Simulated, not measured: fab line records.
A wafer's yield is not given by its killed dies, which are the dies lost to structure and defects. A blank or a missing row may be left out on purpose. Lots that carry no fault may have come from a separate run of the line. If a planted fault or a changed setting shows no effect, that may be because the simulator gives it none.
Which of the tools did it?    flow rit cmos    13 lots with 39 wafers sampled at 4 steps, on a route of 202 steps

WHAT EACH GAUGE READ, for each wafer
RIT_ACTIVE_THK_MEAS_02.
lot   measured     on             ACTIVE_OXIDE_THK (nm)
L124  day 1 12:10  film metro-02  48.0 48.3 47.5
L125  day 1 17:03  film metro-03  44.9 44.7 44.6
L126  day 1 22:04  film metro-03  48.0 48.0 49.0
L127  day 2 03:05  film metro-01  45.4 46.1 46.3
L128  day 2 08:04  film metro-03  47.2 47.1 46.6
L135  day 3 19:32  film metro-02  48.7 48.8 48.9
L136  day 4 00:03  film metro-03  44.6 44.5 45.2
L137  day 4 05:04  film metro-02  47.2 46.4 47.1
L139  day 4 15:03  film metro-03  46.1 46.7 46.6
L142  day 5 06:03  film metro-03  46.1 46.2 46.8
L144  day 5 16:03  film metro-02  47.8 47.1 46.8
L145  day 5 21:03  film metro-01  45.6 45.9 46.2
L147  day 6 07:04  film metro-01  46.6 45.7 46.8

RIT_ACTIVE_THK_MEAS_04.
lot   measured     on             ACTIVE_NITRIDE_THK (nm)
L124  day 1 13:38  film metro-01  152.3 151.5 152.3
L125  day 1 18:32  film metro-02  148.7 149.5 150.3
L126  day 1 23:32  film metro-01  150.2 151.8 151.1
L127  day 2 04:34  film metro-03  148.5 147.6 148.6
L128  day 2 09:33  film metro-02  150.6 148.3 149.1
L135  day 3 21:00  film metro-02  235.3 236.2 236.6 235.1 236.4 236.7
L136  day 4 01:32  film metro-02  151.3 152.2 151.2
L137  day 4 06:32  film metro-02  149.4 150.2 150.2
L139  day 4 16:32  film metro-03  149.9 151.3 150.3
L142  day 5 07:32  film metro-02  151.6 150.3 151.8
L144  day 5 17:32  film metro-01  150.6 149.7 150.4
L145  day 5 22:32  film metro-02  151.2 151.0 150.8
L147  day 6 08:32  film metro-03  151.0 153.0 151.4

RIT_FOX2_THK_MEAS_01.
lot   measured     on             FOX2_OXIDE_THK (nm)
L124  day 1 18:47  film metro-03  354 354 356
L125  day 1 23:22  film metro-03  358 364 360
L126  day 2 05:52  film metro-01  356 350 359
L127  day 2 09:28  film metro-01  361 362 356
L128  day 2 15:35  film metro-03  365 360 368
L136  day 4 06:22  film metro-03  346 355 346
L137  day 4 12:19  film metro-01  358 353 349
L139  day 4 21:35  film metro-03  336 344 344
L142  day 5 13:33  film metro-01  354 349 350
L144  day 5 22:19  film metro-01  351 346 346
L145  day 6 03:28  film metro-04  350 351 354
L147  day 6 15:47  film metro-03  344 348 347

WHICH TOOL RAN EACH LOT (tool, then ch and the chambers of the sampled wafers, then the start)
lot   RIT_ACTIVE_CVD_03
L124  lpcvd-02 ch 0, day 1 12:14
L125  lpcvd-02 ch 0, day 1 17:07
L126  lpcvd-02 ch 0, day 1 22:07
L127  lpcvd-02 ch 0, day 2 03:07
L128  lpcvd-01 ch 0, day 2 08:07
L135  lpcvd-02 ch 0, day 3 19:35
L136  lpcvd-01 ch 1, day 4 00:07
L137  lpcvd-02 ch 1, day 4 05:07
L139  lpcvd-02 ch 1, day 4 15:07
L142  lpcvd-01 ch 0, day 5 06:07
L144  lpcvd-01 ch 0, day 5 16:07
L145  lpcvd-01 ch 1, day 5 21:07
L147  lpcvd-01 ch 1, day 6 07:07
- RIT_ACTIVE_CVD_03: deposits Si3N4 from SiH2Cl2/NH3, target thk 150 nm, time 1500 s.

WHAT THE TOOLS THEMSELVES READ (means of the sampled wafers that have a number; where no wafer has one, the mark that the record gives instead)
RIT_ACTIVE_CVD_03.
lot   tool      zone power source pct (%)
L124  lpcvd-02  21.1
L125  lpcvd-02  21.2
L126  lpcvd-02  20.9
L127  lpcvd-02  21.1
L128  lpcvd-01  21.0
L135  lpcvd-02  20.9
L136  lpcvd-01  21.5
L137  lpcvd-02  21.7
L139  lpcvd-02  21.6
L142  lpcvd-01  20.9
L144  lpcvd-01  20.9
L145  lpcvd-01  21.4
L147  lpcvd-01  21.6

THE ANSWER, worked out from the rows above alone
Rule: the usual values come from the lots themselves. The widest of any qualifying gaps counts: lots, ordered by their means at a reading, are off when they make up no more than a third of the lots, leave a main group of 4 or more, and stand apart from it by 3 or more times the standard deviation of that group's means. The tables above print the reading to a certain number of digits; a main group whose means all agree to those digits is not used. A lot without any number at a reading at which 4 lots or more have one is off too. Any other lot the step has rows for is counted as sound. First the gauges in route order, then the tools' own readings, where a lot's mean is used as printed above. At the first step where some lot is off, the reading lying furthest off is the one used; lots without a number count as furthest.
Off: L135, at RIT_ACTIVE_THK_MEAS_04 (ACTIVE_NITRIDE_THK). The main group: mean 150.5 nm, standard deviation 1.1.
If a tool, at a process step before that reading, ran all the lots that are off and no sound lot after the first of them, it fits. The gauges at RIT_ACTIVE_THK_MEAS_04 are tried like those tools. No candidate that was tried fits.

WHAT THE SIMULATOR HAD INSERTED
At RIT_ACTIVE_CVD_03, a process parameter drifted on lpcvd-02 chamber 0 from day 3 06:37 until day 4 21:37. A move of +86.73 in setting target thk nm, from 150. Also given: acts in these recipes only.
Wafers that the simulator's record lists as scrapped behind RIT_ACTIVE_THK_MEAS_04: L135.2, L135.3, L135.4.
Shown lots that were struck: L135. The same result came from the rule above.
